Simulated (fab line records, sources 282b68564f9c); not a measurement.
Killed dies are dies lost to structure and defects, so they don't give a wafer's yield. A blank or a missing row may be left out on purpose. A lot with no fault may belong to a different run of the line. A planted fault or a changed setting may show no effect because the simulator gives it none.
fab line records / flow rit_cmos / part 2 of 2: steps 31 to 41 of 41
record lots=5 wafers=15 last_day=6
route steps=202 shown GATE@92 REOX@98 NLDD@103 PLDD@114 SPACER@125 NSD@131
lots that met no fault: taken from a fault-free run of the same line
start_h: start of the lot's first displayed wafer, in hours after the record's first day / wait_h: time in hours since the lot's previous step / " same as the row above / L1.1+2: a row that stands for several wafers / - no value present, or no start provided / * or withheld: withheld / < > ~ a bound
route shown NAME@n: a module of which the file shows steps, and the number in the route of the first / usual: mean/standard deviation of fault-free wafers / same: alike in all rows / chamber/n: place in a boat / sites: per-site readings / _std_site: the standard deviation of these / _edge_site: the outer-site mean with the inner-site mean subtracted / radius_mm: for every site, how far away it sits from the centre of the wafer / mask NAME#n: copy n / behind: the tool/chamber that last shaped the wafer / hold: reason for holding the lot/hours on hold/outcome of the hold / device: which transistor (n, p or np) failed to switch / end of line: the tests these same wafers got at the end of their route / a step without rows: its recipe alone / killed: dies that structure and defects cost at the first sort, which is not the same as the wafer's yield / map: shows each die of a wafer: x if killed, . if not, _ if none is there
set.NAME: setting as actually run; set.NAME@STEP: the setting as run at that earlier step / model.NAME: the simulator's own value behind a step, which no gauge read
lots at selected steps of the route; one table per step, one row per wafer
services: a tool's chamber out of use, with start hour (start_h, from the record's first day; less than 0 if before it), hours out, and reason
## steps
# step RIT_PLDD_IMPLANT_08
# recipe species=BF2 energy_kev=20 dose_cm2=9e+14 tilt_deg=7
# usual faraday_current_uA=2826/58
lot.wafer=L077.2 tool=implanter-01 chamber=0 start_h=60.35 wait_h=0.1 faraday_current_uA=2895
lot.wafer=L077.5 tool=implanter-01 chamber=0 start_h=60.35 wait_h=0.1 faraday_current_uA=2794
lot.wafer=L077.6 tool=implanter-01 chamber=0 start_h=60.35 wait_h=0.1 faraday_current_uA=2926
lot.wafer=L081.2 tool=implanter-02 chamber=0 start_h=78.56 wait_h=0.1 faraday_current_uA=2851
lot.wafer=L081.3 tool=implanter-02 chamber=0 start_h=78.56 wait_h=0.1 faraday_current_uA=2881
lot.wafer=L081.6 tool=implanter-02 chamber=0 start_h=78.56 wait_h=0.1 faraday_current_uA=2750
lot.wafer=L083.3 tool=implanter-02 chamber=0 start_h=94.01 wait_h=0.1 faraday_current_uA=2919
lot.wafer=L083.5 tool=implanter-02 chamber=0 start_h=94.01 wait_h=0.1 faraday_current_uA=2942
lot.wafer=L083.6 tool=implanter-02 chamber=0 start_h=94.01 wait_h=0.1 faraday_current_uA=2832
lot.wafer=L091.3 tool=implanter-02 chamber=0 start_h=130.26 wait_h=0.1 faraday_current_uA=2784
lot.wafer=L091.4 tool=implanter-02 chamber=0 start_h=130.26 wait_h=0.1 faraday_current_uA=2740
lot.wafer=L091.6 tool=implanter-02 chamber=0 start_h=130.26 wait_h=0.1 faraday_current_uA=2735
lot.wafer=L093.1 tool=implanter-02 chamber=0 start_h=140.22 wait_h=0.1 faraday_current_uA=2827
lot.wafer=L093.2 tool=implanter-02 chamber=0 start_h=140.22 wait_h=0.1 faraday_current_uA=2871
lot.wafer=L093.3 tool=implanter-02 chamber=0 start_h=140.22 wait_h=0.1 faraday_current_uA=2746
# step RIT_PLDD_STRIP_09
# recipe chemistry=O2 time_s=180 resist=NOVOLAK platen_temp_c=withheld power_w=500 pressure_mtorr=4000 o2_flow_sccm=4000
# usual drypump_motor_current_A=5.5/0.42
lot.wafer=L077.2 tool=plasma_asher-03 chamber=1 start_h=60.48 wait_h=0.1 drypump_motor_current_A=5.4 rf_hours_counter_h=22
lot.wafer=L077.5 tool=plasma_asher-03 chamber=0 start_h=60.48 wait_h=0.1 drypump_motor_current_A=5.2 rf_hours_counter_h=-
lot.wafer=L077.6 tool=plasma_asher-03 chamber=1 start_h=60.48 wait_h=0.1 drypump_motor_current_A=5.4 rf_hours_counter_h=-
lot.wafer=L081.2 tool=plasma_asher-01 chamber=0 start_h=78.69 wait_h=0.1 drypump_motor_current_A=6.1 rf_hours_counter_h=47
lot.wafer=L081.3 tool=plasma_asher-01 chamber=1 start_h=78.69 wait_h=0.1 drypump_motor_current_A=5.1 rf_hours_counter_h=-
lot.wafer=L081.6 tool=plasma_asher-01 chamber=1 start_h=78.69 wait_h=0.1 drypump_motor_current_A=5.1 rf_hours_counter_h=-
lot.wafer=L083.3 tool=plasma_asher-04 chamber=1 start_h=94.17 wait_h=0.1 drypump_motor_current_A=6.0 rf_hours_counter_h=-
lot.wafer=L083.5 tool=plasma_asher-04 chamber=1 start_h=94.17 wait_h=0.1 drypump_motor_current_A=6.0 rf_hours_counter_h=-
lot.wafer=L083.6 tool=plasma_asher-04 chamber=0 start_h=94.17 wait_h=0.1 drypump_motor_current_A=5.3 rf_hours_counter_h=-
lot.wafer=L091.3 tool=plasma_asher-03 chamber=1 start_h=130.42 wait_h=0.1 drypump_motor_current_A=5.4 rf_hours_counter_h=-
lot.wafer=L091.4 tool=plasma_asher-03 chamber=0 start_h=130.42 wait_h=0.1 drypump_motor_current_A=5.2 rf_hours_counter_h=-
lot.wafer=L091.6 tool=plasma_asher-03 chamber=1 start_h=130.42 wait_h=0.1 drypump_motor_current_A=5.4 rf_hours_counter_h=-
lot.wafer=L093.1 tool=plasma_asher-01 chamber=1 start_h=140.37 wait_h=0.1 drypump_motor_current_A=5.1 rf_hours_counter_h=54
lot.wafer=L093.2 tool=plasma_asher-01 chamber=0 start_h=140.37 wait_h=0.1 drypump_motor_current_A=6.1 rf_hours_counter_h=54
lot.wafer=L093.3 tool=plasma_asher-01 chamber=1 start_h=140.37 wait_h=0.1 drypump_motor_current_A=5.1 rf_hours_counter_h=-
# step RIT_PLDD_TW_MEAS_10
# usual PLDD_TW=2346/12
lot.wafer=L077.2 tool=film_metro-01 chamber=- start_h=60.66 wait_h=0.1 PLDD_TW=2319
lot.wafer=L077.5 tool=film_metro-01 chamber=- start_h=60.66 wait_h=0.1 PLDD_TW=2335
lot.wafer=L077.6 tool=film_metro-01 chamber=- start_h=60.66 wait_h=0.1 PLDD_TW=2321
lot.wafer=L081.2 tool=film_metro-02 chamber=- start_h=78.87 wait_h=0.1 PLDD_TW=2346
lot.wafer=L081.3 tool=film_metro-02 chamber=- start_h=78.87 wait_h=0.1 PLDD_TW=2340
lot.wafer=L081.6 tool=film_metro-02 chamber=- start_h=78.87 wait_h=0.1 PLDD_TW=2356
lot.wafer=L083.3 tool=film_metro-02 chamber=- start_h=94.31 wait_h=0.1 PLDD_TW=2338
lot.wafer=L083.5 tool=film_metro-02 chamber=- start_h=94.31 wait_h=0.1 PLDD_TW=2338
lot.wafer=L083.6 tool=film_metro-02 chamber=- start_h=94.31 wait_h=0.1 PLDD_TW=2334
lot.wafer=L091.3 tool=film_metro-02 chamber=- start_h=130.56 wait_h=0.1 PLDD_TW=2350
lot.wafer=L091.4 tool=film_metro-02 chamber=- start_h=130.56 wait_h=0.1 PLDD_TW=2352
lot.wafer=L091.6 tool=film_metro-02 chamber=- start_h=130.56 wait_h=0.1 PLDD_TW=2363
lot.wafer=L093.1 tool=film_metro-01 chamber=- start_h=140.55 wait_h=0.1 PLDD_TW=2346
lot.wafer=L093.2 tool=film_metro-01 chamber=- start_h=140.55 wait_h=0.1 PLDD_TW=2354
lot.wafer=L093.3 tool=film_metro-01 chamber=- start_h=140.55 wait_h=0.1 PLDD_TW=2361
# step RIT_SPACER_CLEAN_00
# recipe chemistry=SC1 mix=3:3:50 time_s=600 temp_c=75
# usual temp_c=75.01/0.14
lot.wafer=L077.2 tool=wet_bench-04 chamber=2 start_h=60.71 wait_h=0.0 temp_c=74.70
lot.wafer=L077.5 tool=wet_bench-04 chamber=2 start_h=60.71 wait_h=0.0 temp_c=74.97
lot.wafer=L077.6 tool=wet_bench-04 chamber=2 start_h=60.71 wait_h=0.0 temp_c=74.87
lot.wafer=L081.2 tool=wet_bench-03 chamber=1 start_h=78.92 wait_h=0.0 temp_c=75.01
lot.wafer=L081.3 tool=wet_bench-03 chamber=1 start_h=78.92 wait_h=0.0 temp_c=74.94
lot.wafer=L081.6 tool=wet_bench-03 chamber=1 start_h=78.92 wait_h=0.0 temp_c=74.93
lot.wafer=L083.3 tool=wet_bench-02 chamber=3 start_h=94.35 wait_h=0.0 temp_c=74.93
lot.wafer=L083.5 tool=wet_bench-02 chamber=3 start_h=94.35 wait_h=0.0 temp_c=75.03
lot.wafer=L083.6 tool=wet_bench-02 chamber=3 start_h=94.35 wait_h=0.0 temp_c=74.89
lot.wafer=L091.3 tool=wet_bench-02 chamber=1 start_h=130.60 wait_h=0.0 temp_c=74.91
lot.wafer=L091.4 tool=wet_bench-02 chamber=1 start_h=130.60 wait_h=0.0 temp_c=75.04
lot.wafer=L091.6 tool=wet_bench-02 chamber=1 start_h=130.60 wait_h=0.0 temp_c=74.78
lot.wafer=L093.1 tool=wet_bench-03 chamber=0 start_h=140.61 wait_h=0.1 temp_c=74.94
lot.wafer=L093.2 tool=wet_bench-03 chamber=0 start_h=140.61 wait_h=0.1 temp_c=75.08
lot.wafer=L093.3 tool=wet_bench-03 chamber=0 start_h=140.61 wait_h=0.1 temp_c=75.04
# step RIT_SPACER_CLEAN_01
# recipe chemistry=dHF dilution=50:1 time_s=30
lot.wafer=L077.2+5+6 tool=wet_bench-02 chamber=2 start_h=60.89 wait_h=0.0
lot.wafer=L081.2+3+6 tool=wet_bench-04 chamber=0 start_h=79.10 wait_h=0.0
lot.wafer=L083.3+5+6 tool=wet_bench-04 chamber=2 start_h=94.52 wait_h=0.0
lot.wafer=L091.3+4+6 tool=wet_bench-03 chamber=0 start_h=130.79 wait_h=0.0
lot.wafer=L093.1+2+3 tool=wet_bench-02 chamber=1 start_h=140.78 wait_h=0.0
# step RIT_SPACER_CLEAN_02
# recipe chemistry=SC2 mix=3:3:50 time_s=600 temp_c=75 dry=n2_spin
# usual temp_c=74.98/0.11
lot.wafer=L077.2 tool=wet_bench-03 chamber=2 start_h=60.90 wait_h=0.0 temp_c=74.85
lot.wafer=L077.5 tool=wet_bench-03 chamber=2 start_h=60.90 wait_h=0.0 temp_c=74.95
lot.wafer=L077.6 tool=wet_bench-03 chamber=2 start_h=60.90 wait_h=0.0 temp_c=74.90
lot.wafer=L081.2 tool=wet_bench-02 chamber=1 start_h=79.11 wait_h=0.0 temp_c=75.04
lot.wafer=L081.3 tool=wet_bench-02 chamber=1 start_h=79.11 wait_h=0.0 temp_c=75.02
lot.wafer=L081.6 tool=wet_bench-02 chamber=1 start_h=79.11 wait_h=0.0 temp_c=75.05
lot.wafer=L083.3 tool=wet_bench-03 chamber=1 start_h=94.54 wait_h=0.0 temp_c=74.93
lot.wafer=L083.5 tool=wet_bench-03 chamber=1 start_h=94.54 wait_h=0.0 temp_c=75.00
lot.wafer=L083.6 tool=wet_bench-03 chamber=1 start_h=94.54 wait_h=0.0 temp_c=75.05
lot.wafer=L091.3 tool=wet_bench-03 chamber=0 start_h=130.80 wait_h=0.0 temp_c=75.01
lot.wafer=L091.4 tool=wet_bench-03 chamber=0 start_h=130.80 wait_h=0.0 temp_c=74.95
lot.wafer=L091.6 tool=wet_bench-03 chamber=0 start_h=130.80 wait_h=0.0 temp_c=75.06
lot.wafer=L093.1 tool=wet_bench-03 chamber=0 start_h=140.80 wait_h=0.0 temp_c=75.03
lot.wafer=L093.2 tool=wet_bench-03 chamber=0 start_h=140.80 wait_h=0.0 temp_c=75.04
lot.wafer=L093.3 tool=wet_bench-03 chamber=0 start_h=140.80 wait_h=0.0 temp_c=74.93
# step RIT_SPACER_CVD_03
# recipe material=Si3N4 target_thk_nm=250 temp_c=810 precursor=SiH2Cl2/NH3 time_s=3300 pressure_mtorr=300 sih2cl2_flow_sccm=60 nh3_flow_sccm=150
# usual spike_tc_centre_C=812.4/1.3
lot.wafer=L077.2 tool=lpcvd-01 chamber=0 start_h=62.18 wait_h=0.9 spike_tc_centre_C=814.4
lot.wafer=L077.5 tool=lpcvd-01 chamber=0 start_h=62.18 wait_h=0.9 spike_tc_centre_C=811.7
lot.wafer=L077.6 tool=lpcvd-01 chamber=0 start_h=62.18 wait_h=0.9 spike_tc_centre_C=815.0
lot.wafer=L081.2 tool=lpcvd-02 chamber=1 start_h=79.30 wait_h=0.0 spike_tc_centre_C=812.1
lot.wafer=L081.3 tool=lpcvd-02 chamber=1 start_h=79.30 wait_h=0.0 spike_tc_centre_C=812.5
lot.wafer=L081.6 tool=lpcvd-02 chamber=1 start_h=79.30 wait_h=0.0 spike_tc_centre_C=813.8
lot.wafer=L083.3 tool=lpcvd-01 chamber=1 start_h=94.72 wait_h=0.0 spike_tc_centre_C=809.6
lot.wafer=L083.5 tool=lpcvd-01 chamber=1 start_h=94.72 wait_h=0.0 spike_tc_centre_C=809.5
lot.wafer=L083.6 tool=lpcvd-01 chamber=1 start_h=94.72 wait_h=0.0 spike_tc_centre_C=811.7
lot.wafer=L091.3 tool=lpcvd-01 chamber=0 start_h=131.00 wait_h=0.0 spike_tc_centre_C=811.1
lot.wafer=L091.4 tool=lpcvd-01 chamber=0 start_h=131.00 wait_h=0.0 spike_tc_centre_C=810.8
lot.wafer=L091.6 tool=lpcvd-01 chamber=0 start_h=131.00 wait_h=0.0 spike_tc_centre_C=812.4
lot.wafer=L093.1 tool=lpcvd-01 chamber=1 start_h=141.43 wait_h=0.5 spike_tc_centre_C=811.8
lot.wafer=L093.2 tool=lpcvd-01 chamber=1 start_h=141.43 wait_h=0.5 spike_tc_centre_C=811.6
lot.wafer=L093.3 tool=lpcvd-01 chamber=1 start_h=141.43 wait_h=0.5 spike_tc_centre_C=811.1
# step RIT_SPACER_THK_MEAS_04
# recipe reads=Si3N4_of_SPACER_CVD_03
# usual SPACER_NITRIDE_THK=249.8/2
lot.wafer=L077.2 tool=film_metro-03 chamber=- start_h=65.06 wait_h=0.0 SPACER_NITRIDE_THK[nm]=248.1
lot.wafer=L077.5 tool=film_metro-03 chamber=- start_h=65.06 wait_h=0.0 SPACER_NITRIDE_THK[nm]=246.3
lot.wafer=L077.6 tool=film_metro-03 chamber=- start_h=65.06 wait_h=0.0 SPACER_NITRIDE_THK[nm]=247.8
lot.wafer=L081.2 tool=film_metro-03 chamber=- start_h=81.23 wait_h=0.0 SPACER_NITRIDE_THK[nm]=252.5
lot.wafer=L081.3 tool=film_metro-03 chamber=- start_h=81.23 wait_h=0.0 SPACER_NITRIDE_THK[nm]=253.4
lot.wafer=L081.6 tool=film_metro-03 chamber=- start_h=81.23 wait_h=0.0 SPACER_NITRIDE_THK[nm]=253.5
lot.wafer=L083.3 tool=film_metro-02 chamber=- start_h=97.61 wait_h=0.0 SPACER_NITRIDE_THK[nm]=251.6
lot.wafer=L083.5 tool=film_metro-02 chamber=- start_h=97.61 wait_h=0.0 SPACER_NITRIDE_THK[nm]=249.8
lot.wafer=L083.6 tool=film_metro-02 chamber=- start_h=97.61 wait_h=0.0 SPACER_NITRIDE_THK[nm]=251.5
lot.wafer=L091.3 tool=film_metro-03 chamber=- start_h=132.93 wait_h=0.0 SPACER_NITRIDE_THK[nm]=250.7
lot.wafer=L091.4 tool=film_metro-03 chamber=- start_h=132.93 wait_h=0.0 SPACER_NITRIDE_THK[nm]=250.4
lot.wafer=L091.6 tool=film_metro-03 chamber=- start_h=132.93 wait_h=0.0 SPACER_NITRIDE_THK[nm]=250.4
lot.wafer=L093.1 tool=film_metro-01 chamber=- start_h=143.34 wait_h=0.0 SPACER_NITRIDE_THK[nm]=254.5
lot.wafer=L093.2 tool=film_metro-01 chamber=- start_h=143.34 wait_h=0.0 SPACER_NITRIDE_THK[nm]=252.0
lot.wafer=L093.3 tool=film_metro-01 chamber=- start_h=143.34 wait_h=0.0 SPACER_NITRIDE_THK[nm]=250.2
# step RIT_SPACER_ETCHBACK_05
# recipe target_depth_a=2500 SF6_flow_sccm=30 CHF3_flow_sccm=30 target=Si3N4 chemistry=SF6/CHF3 pressure_mtorr=40 rf_w=250 time_s=240 stop_on=SiO2
# usual CHF3_flow_sccm=30.01/0.096 drypump_motor_current_A=5.8/0.6 oes_product_au=0.850/0.013 throttle_valve_pct=10.24/0.16
lot.wafer=L077.2 tool=rie_diel-03 chamber=2 start_h=65.11 wait_h=0.0 CHF3_flow_sccm=30.07 drypump_motor_current_A=5.1 oes_product_au=0.834 rf_hours_counter_h=41 throttle_valve_pct=10.18
lot.wafer=L077.5 tool=rie_diel-03 chamber=1 start_h=65.11 wait_h=0.0 CHF3_flow_sccm=30.04 drypump_motor_current_A=5.0 oes_product_au=0.834 rf_hours_counter_h=- throttle_valve_pct=10.25
lot.wafer=L077.6 tool=rie_diel-03 chamber=2 start_h=65.11 wait_h=0.0 CHF3_flow_sccm=30.17 drypump_motor_current_A=5.1 oes_product_au=0.824 rf_hours_counter_h=- throttle_valve_pct=10.17
lot.wafer=L081.2 tool=rie_diel-04 chamber=3 start_h=81.28 wait_h=0.0 CHF3_flow_sccm=29.95 drypump_motor_current_A=5.1 oes_product_au=0.842 rf_hours_counter_h=48 throttle_valve_pct=10.16
lot.wafer=L081.3 tool=rie_diel-04 chamber=1 start_h=81.28 wait_h=0.0 CHF3_flow_sccm=30.17 drypump_motor_current_A=6.5 oes_product_au=0.847 rf_hours_counter_h=159 throttle_valve_pct=10.12
lot.wafer=L081.6 tool=rie_diel-04 chamber=2 start_h=81.28 wait_h=0.0 CHF3_flow_sccm=29.99 drypump_motor_current_A=5.7 oes_product_au=0.884 rf_hours_counter_h=- throttle_valve_pct=10.17
lot.wafer=L083.3 tool=rie_diel-04 chamber=0 start_h=97.65 wait_h=0.0 CHF3_flow_sccm=29.93 drypump_motor_current_A=6.0 oes_product_au=0.866 rf_hours_counter_h=1 throttle_valve_pct=10.56
lot.wafer=L083.5 tool=rie_diel-04 chamber=1 start_h=97.65 wait_h=0.0 CHF3_flow_sccm=30.04 drypump_motor_current_A=6.5 oes_product_au=0.842 rf_hours_counter_h=- throttle_valve_pct=10.10
lot.wafer=L083.6 tool=rie_diel-04 chamber=2 start_h=97.65 wait_h=0.0 CHF3_flow_sccm=30.16 drypump_motor_current_A=5.7 oes_product_au=0.883 rf_hours_counter_h=- throttle_valve_pct=10.15
lot.wafer=L091.3 tool=rie_diel-01 chamber=0 start_h=132.97 wait_h=0.0 CHF3_flow_sccm=29.96 drypump_motor_current_A=6.1 oes_product_au=0.840 rf_hours_counter_h=144 throttle_valve_pct=10.39
lot.wafer=L091.4 tool=rie_diel-01 chamber=1 start_h=132.97 wait_h=0.0 CHF3_flow_sccm=30.04 drypump_motor_current_A=6.0 oes_product_au=0.865 rf_hours_counter_h=- throttle_valve_pct=10.37
lot.wafer=L091.6 tool=rie_diel-01 chamber=0 start_h=132.97 wait_h=0.0 CHF3_flow_sccm=29.95 drypump_motor_current_A=6.2 oes_product_au=0.833 rf_hours_counter_h=- throttle_valve_pct=10.39
lot.wafer=L093.1 tool=rie_diel-01 chamber=3 start_h=143.40 wait_h=0.1 CHF3_flow_sccm=30.02 drypump_motor_current_A=6.6 oes_product_au=0.868 rf_hours_counter_h=81 throttle_valve_pct=10.18
lot.wafer=L093.2 tool=rie_diel-01 chamber=1 start_h=143.40 wait_h=0.1 CHF3_flow_sccm=30.09 drypump_motor_current_A=6.0 oes_product_au=0.864 rf_hours_counter_h=148 throttle_valve_pct=10.37
lot.wafer=L093.3 tool=rie_diel-01 chamber=2 start_h=143.40 wait_h=0.1 CHF3_flow_sccm=30.03 drypump_motor_current_A=6.3 oes_product_au=0.855 rf_hours_counter_h=0 throttle_valve_pct=10.09
# step RIT_NSD_HMDS_00
# recipe prime_time_s=60 prime_temp_c=140
lot.wafer=L077.2+5+6 tool=litho_track-03 chamber=0 start_h=65.29 wait_h=0.1
lot.wafer=L081.2+3+6 tool=litho_track-02 chamber=0 start_h=81.46 wait_h=0.1
lot.wafer=L083.3+5+6 tool=litho_track-03 chamber=0 start_h=97.87 wait_h=0.1
lot.wafer=L091.3+4+6 tool=litho_track-03 chamber=0 start_h=133.17 wait_h=0.1
lot.wafer=L093.1+2+3 tool=litho_track-02 chamber=0 start_h=143.55 wait_h=0.1
# step RIT_NSD_COAT_01
# recipe resist=NOVOLAK spin_rpm=3250 resist_thk_nm=1000
lot.wafer=L077.2+5+6 tool=litho_track-03 chamber=0 start_h=65.44 wait_h=0.1
lot.wafer=L081.2+3+6 tool=litho_track-02 chamber=0 start_h=81.61 wait_h=0.1
lot.wafer=L083.3+5+6 tool=litho_track-03 chamber=0 start_h=98.02 wait_h=0.1
lot.wafer=L091.3+4+6 tool=litho_track-03 chamber=0 start_h=133.32 wait_h=0.1
lot.wafer=L093.1+2+3 tool=litho_track-02 chamber=0 start_h=143.70 wait_h=0.1
## services
tool=furnace-04 chamber=- start_h=34.39 hours=2.6 kind=pm
tool=implanter-03 chamber=- start_h=35.90 hours=3.8 kind=pm
tool=iline_stepper-01 chamber=- start_h=35.95 hours=1.7 kind=pm
tool=implanter-04 chamber=- start_h=36.35 hours=3.1 kind=pm
tool=rie_diel-03 chamber=- start_h=45.61 hours=2.8 kind=pm
tool=rie_si-02 chamber=1 start_h=52.43 hours=3.8 kind=repair
tool=furnace-01 chamber=- start_h=59.51 hours=4.3 kind=pm
tool=rie_diel-04 chamber=3 start_h=64.28 hours=8.8 kind=repair
tool=rie_diel-03 chamber=0 start_h=65.07 hours=4.6 kind=repair
tool=implanter-02 chamber=- start_h=65.66 hours=1.6 kind=repair
tool=plasma_asher-04 chamber=- start_h=66.74 hours=3.4 kind=repair
tool=rie_si-02 chamber=0 start_h=69.07 hours=6.1 kind=repair
tool=rie_diel-04 chamber=3 start_h=74.23 hours=2.4 kind=repair
tool=lpcvd-01 chamber=- start_h=80.88 hours=2.1 kind=repair
tool=iline_stepper-01 chamber=- start_h=90.75 hours=4.4 kind=pm
tool=iline_stepper-02 chamber=- start_h=97.09 hours=1.7 kind=pm
tool=implanter-04 chamber=- start_h=107.55 hours=4.1 kind=repair
tool=plasma_asher-03 chamber=- start_h=107.98 hours=6.8 kind=repair
tool=plasma_asher-02 chamber=- start_h=108.75 hours=9.0 kind=pm
tool=rie_diel-04 chamber=- start_h=111.26 hours=14.6 kind=pm
tool=wet_bench-04 chamber=- start_h=112.44 hours=2.1 kind=repair
tool=implanter-03 chamber=- start_h=118.57 hours=0.6 kind=repair
tool=implanter-02 chamber=- start_h=125.77 hours=1.2 kind=repair
tool=wet_bench-01 chamber=- start_h=139.09 hours=1.1 kind=repair
